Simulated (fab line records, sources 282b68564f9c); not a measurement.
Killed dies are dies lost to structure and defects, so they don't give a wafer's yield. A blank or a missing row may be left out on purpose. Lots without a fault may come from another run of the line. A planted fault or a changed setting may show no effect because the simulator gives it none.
Problem report in the 8D (eight disciplines) form, filled by code | flow rit_cmos | the parts of the form that need people (team, actions taken, sign-off) are left out

1. THE PROBLEM
chamber_pressure_mTorr at RIT_M1_METAL_ETCH_12 reads a mean of 79.98 mTorr on 4 wafers of 3 lots; wafers without a fault read 100.00 mTorr with a standard deviation of 0.09. That is -99 or more standard deviations from the usual mean.
The step: etches Al in Cl2/BCl3, stops on SiO2, time 165 s, target depth 600 nm.
First seen on wafer L814.2, day 6 09:28, on rie_metal-02. The record holds 45 wafers of 15 lots with a number at this step. Rule for "out", or "out of limits": more than 4 standard deviations from the usual mean. The other wafers with a number count as sound.

2. WHAT IT IS AND WHAT IT IS NOT
question                    | is                             | is not
which readings at this step | chamber_pressure_mTorr         | drypump_motor_current_A, he_backside_leak_sccm, oes_product_au, throttle_valve_pct
which lots                  | L814, L816, L818               | L800, L802, L803, L804, L805, L806, L808, L810, L811, L820, L822, L823
which wafers of those lots  | L814.2, L814.3, L816.4, L818.4 | L814.5, L816.2, L816.6, L818.1, L818.5
read on which tools         | rie_metal-02                   | rie_metal-01, rie_metal-04
when                        | from day 6 09:28               | up to then (28 sound wafers); but 13 sound wafers of L816, L818, L820, L822, L823 came after

3. SUSPECTS, AND WHAT RULES EACH OUT
Counting: a tool at a process step up to the reading stays a suspect if it ran every lot that is out. Sound lots after the first of them don't rule it out here, since some wafers of a struck lot are sound.
- rie_metal-02 at RIT_M1_METAL_ETCH_12 (etches Al in Cl2/BCl3, stops on SiO2, time 165 s, target depth 600 nm): kept. It ran every lot that is out, first L814 (day 6 09:28); its last sound lot up to then is L811 (day 5 20:21). Its own readings are out on those wafers: chamber_pressure_mTorr.
- Within rie_metal-02 at RIT_M1_METAL_ETCH_12: the wafers that are out ran in chamber 0; their sound lot-mates ran in chamber 1.
Left after counting: rie_metal-02 at RIT_M1_METAL_ETCH_12.

4. THE CAUSE (what the simulator had put in)
Process parameter drift: rie_metal-02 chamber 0, from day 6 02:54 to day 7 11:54, at RIT_M1_METAL_ETCH_12. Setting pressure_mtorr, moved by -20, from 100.
Counting left only this tool.

5. THE CHAIN OF EFFECTS, in route order
Each row: a reading whose mean over the struck wafers that have a number lies more than 3 standard deviations from the usual. Only readings for which the record gives a usual standard deviation are gone through. hours: the time from each lot's start at the first step in this table that gives one to its start at this step, as a median over the lots. sigmas: the change in usual standard deviations.
hours | step                 | reading                | usual        | on struck wafers | change | sigmas
0     | RIT_M1_METAL_ETCH_12 | chamber_pressure_mTorr | 100.00 mTorr | 79.98            | -20.02 | -99 or more
The process steps in it:
- RIT_M1_METAL_ETCH_12: etches Al in Cl2/BCl3, stops on SiO2, time 165 s, target depth 600 nm.

6. WHAT WOULD HAVE CAUGHT IT SOONER
In this record the first reading out of limits was taken at day 6 09:28, 7 hours after the fault began at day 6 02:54.
